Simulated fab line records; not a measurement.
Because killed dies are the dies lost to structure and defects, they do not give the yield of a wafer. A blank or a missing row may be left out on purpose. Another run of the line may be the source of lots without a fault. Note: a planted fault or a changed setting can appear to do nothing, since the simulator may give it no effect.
Code-filled problem report in 8D (eight disciplines) form    flow berkeley_cmos170    the parts of the form that need people (team, actions taken, sign-off) are left out

1. THE PROBLEM
NLDD_RS at UCB170_SDANNEAL_RS_MEAS_05 reads a mean of 644.5 ohm/sq on 6 wafers of 2 lots; wafers without a fault read 618.0 ohm/sq with a standard deviation of 1.2. That is +22 standard deviations from the usual mean.
The step: measures by four-point-probe.
The first sign was on wafer L159.4 at day 10 18:55, on film_metro-02. At this step, 42 wafers from 14 lots have a number in the record. The rule behind "out" and "out of limits": a value lying over 4 standard deviations away from the usual mean. The other wafers with a number count as sound.

2. WHAT IT IS, WHAT IT ISN'T
question                     is                            is not
which readings at this step  NLDD_RS                       -
which lots                   L159, L162                    L145, L146, L147, L148, L150, L151, L152, L153, L156, L165, L166, L167
which wafers of those lots   all that have a number        -
read on which gauges         film_metro-02, film_metro-03  film_metro-04
when                         from day 10 18:55             up to then (27 sound wafers); but 9 sound wafers of L165, L166, L167 came after

3. WHAT RULES OUT EACH SUSPECT
Counting: a tool at any process step up to the reading remains a suspect when it ran all the lots that are out and ran no sound lot after the first of those.
- the gauge at UCB170_SDANNEAL_RS_MEAS_05 is ruled out. Those wafers that are out were read across 2 gauges (film_metro-02, film_metro-03).
- implanter-04 at UCB170_NLDD_IMPLANT_09: kept. It ran every lot that is out, first L159 (day 10 08:13), and no sound lot after that; its last sound lot up to then is L156 (day 10 06:29). Out on those wafers are its own readings of dose_ions_cm2, faraday_current_uA.
The count leaves implanter-04 at UCB170_NLDD_IMPLANT_09.

4. THE CAUSE (what the simulator had put in)
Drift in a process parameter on implanter-04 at UCB170_NLDD_IMPLANT_09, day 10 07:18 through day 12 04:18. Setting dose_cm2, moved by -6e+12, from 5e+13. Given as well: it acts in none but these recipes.
The count eliminated every tool but this one.

5. THE CHAIN OF EFFECTS, in route order
One row per reading whose mean, taken over the struck wafers that have a number, lies over 3 standard deviations from the usual. Readings are gone through only where the record gives a usual standard deviation; hours: the median, over the lots, of the time from a lot's start at the first step in this table giving one to that lot's start at this step; sigmas: the change measured in usual standard deviations.
hours  step                        reading             usual         on struck wafers  change      sigmas
0      UCB170_NLDD_IMPLANT_09      dose_ions_cm2       5.002e+13     4.404e+13         -5.985e+12  -99 or more
0      UCB170_NLDD_IMPLANT_09      faraday_current_uA  158.8         139.9             -18.9       -6.3
12     UCB170_SDANNEAL_RS_MEAS_05  NLDD_RS             618.0 ohm/sq  644.5             +26.5       +22
Its process steps:
- UCB170_NLDD_IMPLANT_09
Later measuring or inspecting steps at which every struck wafer that the step has a row for has a number for every such reading, and none has moved that far: UCB170_M1_RS_MEAS_01, UCB170_M3_OVL_MEAS_16.

6. HOW IT WOULD HAVE BEEN CAUGHT EARLIER
Counted from the fault's start at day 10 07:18, it took 12 hours until the first out-of-limits reading at a measuring or inspecting step in this record, taken at day 10 18:55.
Tool's own readings at UCB170_NLDD_IMPLANT_09, dose_ions_cm2, faraday_current_uA: out on all struck wafers the step has rows for; an alarm limit on them would have tripped on the first.
Among the 2 lots that are out, L162 began UCB170_NLDD_IMPLANT_09 on implanter-04 after day 10 18:55. Holding the tool at that time would have saved it.
